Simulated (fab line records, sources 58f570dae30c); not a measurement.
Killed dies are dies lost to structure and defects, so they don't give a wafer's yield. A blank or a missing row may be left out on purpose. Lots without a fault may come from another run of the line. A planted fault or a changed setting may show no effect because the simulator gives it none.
A struck lot beside a sound one | flow berkeley_cmos170 | 15 steps out of a route of 331
Sound: wafers L522.3, L522.4, L522.6. Struck: wafers L534.2, L534.3, L534.6. The cause comes at the end.
At each step with rows: each side's tool, then ch and its chambers, then its first start. Under that, the readings that differ: sound wafers | struck wafers | difference of the means | sigmas: that difference in standard deviations of wafers without a fault.
alike: readings whose means differ by less than 2 such deviations, and words and numbers that are the same on both sides. not compared: withheld readings, readings that some wafer has no value for, bounds like >300 that may hide the same value, and numbers for which the record gives no deviation and whose values overlap.
The two part at a step that has a row with sigmas, a row that says differs or no value, or rows on one side only. Numbers that don't overlap but have no deviation are shown without sigmas and don't part them. A reading that every wafer of one side lacks parts them only if that side has two wafers or more.

first, 2 steps without rows for these wafers: UCB170_GATE_ANNEAL_03 (time 1800 s); UCB170_GATE_CVD_04 (deposits poly-Si from SiH4, time 1440 s, target thk 214 nm).
UCB170_GATE_THK_MEAS_05:
  sound on film_metro-01, day 5 19:07; struck on film_metro-04, day 8 02:07
  alike: GATE_POLY_THK
then, 6 steps without rows for these wafers: UCB170_GATE_COAT_06; UCB170_GATE_COAT_07 (resist thk 900 nm); UCB170_GATE_SOFTBAKE_08 (time 60 s); UCB170_GATE_EXPOSE_09 (exposes mask POLY, target cd 350 nm); UCB170_GATE_PEB_10; UCB170_GATE_DEVELOP_11 (develop time 45 s).
UCB170_GATE_CD_MEAS_12: target cd 350 nm.
  sound on cd_sem-02, day 5 20:26; struck on cd_sem-01, day 8 03:01
  alike: cd_nm
UCB170_GATE_OVL_MEAS_13:
  sound on overlay-02, day 5 20:32; struck on overlay-01, day 8 03:08
  alike: GATE_OVL
UCB170_GATE_ETCH_14: etches BARC in N2/H2.
  sound on rie_diel-02 ch 0,2,3, day 5 20:34; struck on rie_diel-01 ch 0,3, day 8 03:10
  alike: drypump_motor_current_A, oes_product_au, throttle_valve_pct
UCB170_GATE_ETCH_15: etches poly-Si in HBr/Cl2, stops on SiO2, time 56.3 s, target depth 278.2 nm.
  sound on rie_si-02 ch 0,1,3, day 5 20:36; struck on rie_si-02 ch 0,3, day 8 03:12
  reading                               | sound             | struck            | difference | sigmas
  oes_product_au (a.u.)                 | 0.833 0.849 0.853 | 1.010 1.002 1.000 | +0.159     | +16
  run_length_s (s)                      | 84.7 85.5 84.1    | 74.4 74.8 74.6    | -10.2      | -22
  model.KrF_of_GATE_COAT_07.thk_nm (nm) | 778.2 779.8 777.8 | 796.5 798 797.9   | +18.9      |
  alike: drypump_motor_current_A, throttle_valve_pct
  not compared: rf_hours_counter_h
UCB170_GATE_STRIP_16: strips in O2.
  sound on plasma_asher-04 ch 0,1, day 5 20:41; struck on plasma_asher-03 ch 0, day 8 03:15
  reading                     | sound       | struck      | difference | sigmas
  drypump_motor_current_A (A) | 5.1 5.5 5.1 | 5.9 5.9 5.9 | +0.7       | +2
  alike: oes_product_au
  not compared: rf_hours_counter_h
UCB170_M3_PROBE_99:
  sound on prober-01, day 7 13:37; struck on prober-01, day 9 16:44
  reading                                          | sound                | struck                                                                     | difference                   | sigmas
  hold                                             | - - -                | await_dispo/1.7h/release await_dispo/1.7h/release await_dispo/1.7h/release | no value on the sound wafers |
  model.etest.pldd.rs_ohm_sq                       | 1088 1127 1128       | 1143 1152 1150                                                             | +34                          |
  model.etest.nldd.rs_ohm_sq                       | 777.4 777.6 775.5    | 788.6 791.4 791                                                            | +13.5                        |
  model.etest.poly_comb_over_steps.leak_log10_a_um | -12.91 -12.71 -12.87 | -6.513 -4.621 -5.333                                                       | +7.341                       |
  not compared: model.etest.pldd.line_ohm_um, model.etest.antenna_poly.vt_shift_v

WHERE THEY PART
First at UCB170_GATE_ETCH_15; last, within this record, at UCB170_M3_PROBE_99.

WHY: what the simulator had put in
Process parameter drift: rie_si-02, from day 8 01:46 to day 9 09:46, at UCB170_GATE_ETCH_15. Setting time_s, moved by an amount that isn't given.
